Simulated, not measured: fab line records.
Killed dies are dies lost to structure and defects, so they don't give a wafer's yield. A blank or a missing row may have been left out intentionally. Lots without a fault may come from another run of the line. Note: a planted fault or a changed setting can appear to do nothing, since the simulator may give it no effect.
Which tool is to blame? | flow ritCmos | 13 lots, 39 wafers sampled, at 4 steps of a route of 202

WHAT THE GAUGES READ, wafer by wafer
RIT_SDANNEAL_RS_MEAS_04: measurement is done with a four-point probe. Usual: PSD_RS typically reads 115.78 ohm/sq, with standard deviation 0.25.
lot  | measured    | on           | PSD_RS (ohm/sq)      | flag
L822 | day 3 07:24 | filmMetro-04 | 115.58 115.64 115.57 | 
L823 | day 3 07:46 | filmMetro-03 | 115.94 115.51 115.80 | 
L824 | day 3 11:41 | filmMetro-03 | 115.65 115.90 115.41 | 
L825 | day 3 15:59 | filmMetro-04 | 115.87 115.59 115.58 | 
L828 | day 4 07:46 | filmMetro-04 | 115.69 116.31 115.88 | 
L829 | day 4 11:38 | filmMetro-01 | 116.04 116.30 115.98 | 
L838 | day 6 09:19 | filmMetro-04 | 115.68 115.71 115.97 | 
L840 | day 6 19:04 | filmMetro-04 | 115.93 115.80 116.16 | 
L841 | day 7 00:49 | filmMetro-03 | 116.09 115.38 115.91 | 
L842 | day 7 05:59 | filmMetro-03 | 116.04 115.93 115.89 | 
L843 | day 7 09:47 | filmMetro-03 | 115.99 115.81 115.72 | 
L844 | day 7 15:29 | filmMetro-04 | 115.73 115.74 115.52 | 
L845 | day 7 20:39 | filmMetro-03 | 115.93 116.18 115.85 | 

WHICH TOOL RAN EACH LOT (tool, then ch and the chambers of the sampled wafers, then the start)
lot  | RIT_FOX2_CLEAN_02             | RIT_NWELL_STRIP_09                 | RIT_PRETRO_STRIP_09
L822 | wetBench-04 ch 0, day 1 19:55 | plasmaAsher-02 ch 0,1, day 1 22:18 | plasmaAsher-02 ch 0,1, day 2 09:00
L823 | wetBench-04 ch 2, day 2 00:36 | plasmaAsher-01 ch 0,1, day 2 02:59 | plasmaAsher-01 ch 0,1, day 2 13:32
L824 | wetBench-04 ch 1, day 2 05:17 | plasmaAsher-03 ch 1, day 2 07:37   | plasmaAsher-01 ch 0,1, day 2 18:01
L825 | wetBench-04 ch 1, day 2 10:04 | plasmaAsher-03 ch 0,1, day 2 12:16 | plasmaAsher-01 ch 0,1, day 2 22:31
L828 | wetBench-04 ch 2, day 3 00:28 | plasmaAsher-03 ch 0,1, day 3 02:43 | plasmaAsher-04 ch 0,1, day 3 13:22
L829 | wetBench-03 ch 0, day 3 05:32 | plasmaAsher-01 ch 1, day 3 07:49   | plasmaAsher-04 ch 0,1, day 3 18:11
L838 | wetBench-01 ch 3, day 5 03:25 | plasmaAsher-03 ch 0, day 5 05:40   | plasmaAsher-04 ch 0,1, day 5 15:44
L840 | wetBench-03 ch 1, day 5 12:23 | plasmaAsher-02 ch 0,1, day 5 14:35 | plasmaAsher-01 ch 0,1, day 6 00:52
L841 | wetBench-04 ch 2, day 5 17:31 | plasmaAsher-03 ch 0,1, day 5 19:46 | plasmaAsher-01 ch 0,1, day 6 05:59
L842 | wetBench-04 ch 1, day 5 23:13 | plasmaAsher-02 ch 0,1, day 6 01:24 | plasmaAsher-02 ch 0,1, day 6 11:34
L843 | wetBench-04 ch 0, day 6 03:22 | plasmaAsher-02 ch 0,1, day 6 05:46 | plasmaAsher-04 ch 0,1, day 6 16:19
L844 | wetBench-03 ch 3, day 6 08:29 | plasmaAsher-02 ch 0,1, day 6 10:46 | plasmaAsher-04 ch 1, day 6 21:39
L845 | wetBench-01 ch 2, day 6 13:22 | plasmaAsher-03 ch 0,1, day 6 15:39 | plasmaAsher-04 ch 0,1, day 7 02:07
- RIT_FOX2_CLEAN_02: cleans in dHF, time 180 s.
- RIT_NWELL_STRIP_09: strips in O2, time 180 s.
- RIT_PRETRO_STRIP_09: strips in O2, time 180 s.

AS READ BY THE TOOLS THEMSELVES (means over the sampled wafers that have a number; for cases with no such wafer, the mark the record gives instead)
RIT_FOX2_CLEAN_02. Usual: runLengthS at 208 s, with a standard deviation of 3.1.
lot  | tool        | runLengthS (s) | flag
L822 | wetBench-04 | 206            | 
L823 | wetBench-04 | 206            | 
L824 | wetBench-04 | 208            | 
L825 | wetBench-04 | 207            | 
L828 | wetBench-04 | 386            | OFF
L829 | wetBench-03 | 205            | 
L838 | wetBench-01 | 214            | 
L840 | wetBench-03 | 206            | 
L841 | wetBench-04 | 206            | 
L842 | wetBench-04 | 207            | 
L843 | wetBench-04 | 206            | 
L844 | wetBench-03 | 205            | 
L845 | wetBench-01 | 207            | 

RIT_NWELL_STRIP_09. Usual: drypumpMotorCurrentA at 5.5 A, with a standard deviation of 0.38.
lot  | tool           | drypumpMotorCurrentA (A) | flag
L822 | plasmaAsher-02 | 5.7                      | 
L823 | plasmaAsher-01 | 5.8                      | 
L824 | plasmaAsher-03 | 5.1                      | 
L825 | plasmaAsher-03 | 5.3                      | 
L828 | plasmaAsher-03 | 5.3                      | 
L829 | plasmaAsher-01 | 6.2                      | 
L838 | plasmaAsher-03 | 5.4                      | 
L840 | plasmaAsher-02 | 5.7                      | 
L841 | plasmaAsher-03 | 5.2                      | 
L842 | plasmaAsher-02 | 5.9                      | 
L843 | plasmaAsher-02 | 5.9                      | 
L844 | plasmaAsher-02 | 5.9                      | 
L845 | plasmaAsher-03 | 5.2                      | 

RIT_PRETRO_STRIP_09. Usual: drypumpMotorCurrentA at 5.6 A, with a standard deviation of 0.35.
lot  | tool           | drypumpMotorCurrentA (A) | flag
L822 | plasmaAsher-02 | 5.7                      | 
L823 | plasmaAsher-01 | 5.7                      | 
L824 | plasmaAsher-01 | 5.7                      | 
L825 | plasmaAsher-01 | 6.0                      | 
L828 | plasmaAsher-04 | 5.4                      | 
L829 | plasmaAsher-04 | 5.4                      | 
L838 | plasmaAsher-04 | 5.4                      | 
L840 | plasmaAsher-01 | 5.7                      | 
L841 | plasmaAsher-01 | 5.7                      | 
L842 | plasmaAsher-02 | 5.7                      | 
L843 | plasmaAsher-04 | 5.3                      | 
L844 | plasmaAsher-04 | 5.3                      | 
L845 | plasmaAsher-04 | 5.3                      | 

THE ANSWER, worked out from the rows above alone
Rule: take the mean of a lot's wafers that have a number; if it is more than 3 standard deviations from the usual mean, the lot is off. Also off: a lot with no number at a reading for which 4 or more lots have one. The other lots that the step has rows for count as sound. First the gauges in route order, then the tools' own readings, where a lot's mean is used as printed above. At the first step where some lot is off, the reading lying furthest off is the one used; lots without a number count as furthest.
Off at RIT_FOX2_CLEAN_02 (runLengthS): L828.
If a tool, at that step or one of the process steps before it, ran each lot that is off and ran no sound lot following the first of them, it fits. No candidate that was tried fits.

WHAT THE SIMULATOR HAD PUT IN
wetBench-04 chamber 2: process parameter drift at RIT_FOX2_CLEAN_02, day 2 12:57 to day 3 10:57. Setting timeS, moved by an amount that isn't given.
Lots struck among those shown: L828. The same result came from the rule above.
